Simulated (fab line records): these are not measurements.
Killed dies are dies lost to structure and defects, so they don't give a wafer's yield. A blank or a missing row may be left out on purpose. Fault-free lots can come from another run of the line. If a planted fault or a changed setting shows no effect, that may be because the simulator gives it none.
Which of the tools did it? -- flow berkeleyCmos170 -- 7 lots with 21 wafers sampled at 3 steps, on a route of 331 steps

## WHAT THE GAUGES SHOWED, per wafer
UCB170_NWELL_THK_MEAS_05.
lot,measured,on,NWELL_NITRIDE_THK (nm)
L276,day 2 21:46,filmMetro-01,228.6 224.8 226.8
L279,day 3 18:14,filmMetro-01,225.0 226.2 225.1
L281,day 4 02:37,filmMetro-01,223.6 222.8 223.0
L283,day 4 12:45,filmMetro-04,224.2 224.1 224.2
L285,day 5 07:00,filmMetro-01,226.0 226.1 225.0
L290,day 5 20:52,filmMetro-03,180.1 181.7 181.0 180.1 181.6 181.1
L293,day 6 08:49,filmMetro-03,176.9 177.7 178.9 176.8 177.8 179.0

## WHAT TOOL EACH LOT RAN ON (gives the tool, then ch and the chambers of the sampled wafers, and finally the start)
lot,UCB170_ZERO_STRIP_07,UCB170_NWELL_CVD_04
L276,"plasmaAsher-01 ch 0,1, day 2 11:32","lpcvd-01 ch 1, day 2 19:49"
L279,"plasmaAsher-03 ch 0, day 3 04:04","lpcvd-02 ch 0, day 3 16:16"
L281,"plasmaAsher-04 ch 0,1, day 3 15:28","lpcvd-02 ch 1, day 4 00:41"
L283,"plasmaAsher-03 ch 1, day 3 19:39","lpcvd-01 ch 1, day 4 10:49"
L285,"plasmaAsher-01 ch 0,1, day 4 12:55","lpcvd-01 ch 1, day 5 05:04"
L290,"plasmaAsher-04 ch 0,1, day 5 10:31","lpcvd-01 ch 1, day 5 18:55"
L293,"plasmaAsher-04 ch 0,1, day 5 22:18","lpcvd-01 ch 0, day 6 06:53"
- UCB170_ZERO_STRIP_07: strips in O2.
- UCB170_NWELL_CVD_04: deposits Si3N4 from SiH2Cl2/NH3, target thk 224 nm, time 3360 s.

## THE ANSWER, worked out from the rows above alone
Rule: the lots themselves supply what counts as usual. Put in order of their means at a reading, lots are off if they are a third of the lots or fewer, leave a main group of 4 or more, and stand apart from it by a gap of 3 or more times the standard deviation of the main group's means; of several such gaps the widest counts. A main group whose means are all the same, to the digits that the tables above print for the reading, isn't used. Also off: a lot with no number at a reading for which 4 or more lots have one. The other lots that the step has rows for count as sound.
Off: L290, L293, seen at UCB170_NWELL_THK_MEAS_05 (NWELL_NITRIDE_THK). Mean 225.0 nm and standard deviation 1.3 in the main group.
A tool fits if, at a process step before that reading, it ran every lot that is off, and no sound lot after the first of them. Gauges at UCB170_NWELL_THK_MEAS_05: tried the same way as those tools. Can't be told from this: 3 tools fit, plasmaAsher-04 at UCB170_ZERO_STRIP_07, lpcvd-01 at UCB170_NWELL_CVD_04, filmMetro-03 at UCB170_NWELL_THK_MEAS_05.

## WHAT THE SIMULATOR HAD PUT IN
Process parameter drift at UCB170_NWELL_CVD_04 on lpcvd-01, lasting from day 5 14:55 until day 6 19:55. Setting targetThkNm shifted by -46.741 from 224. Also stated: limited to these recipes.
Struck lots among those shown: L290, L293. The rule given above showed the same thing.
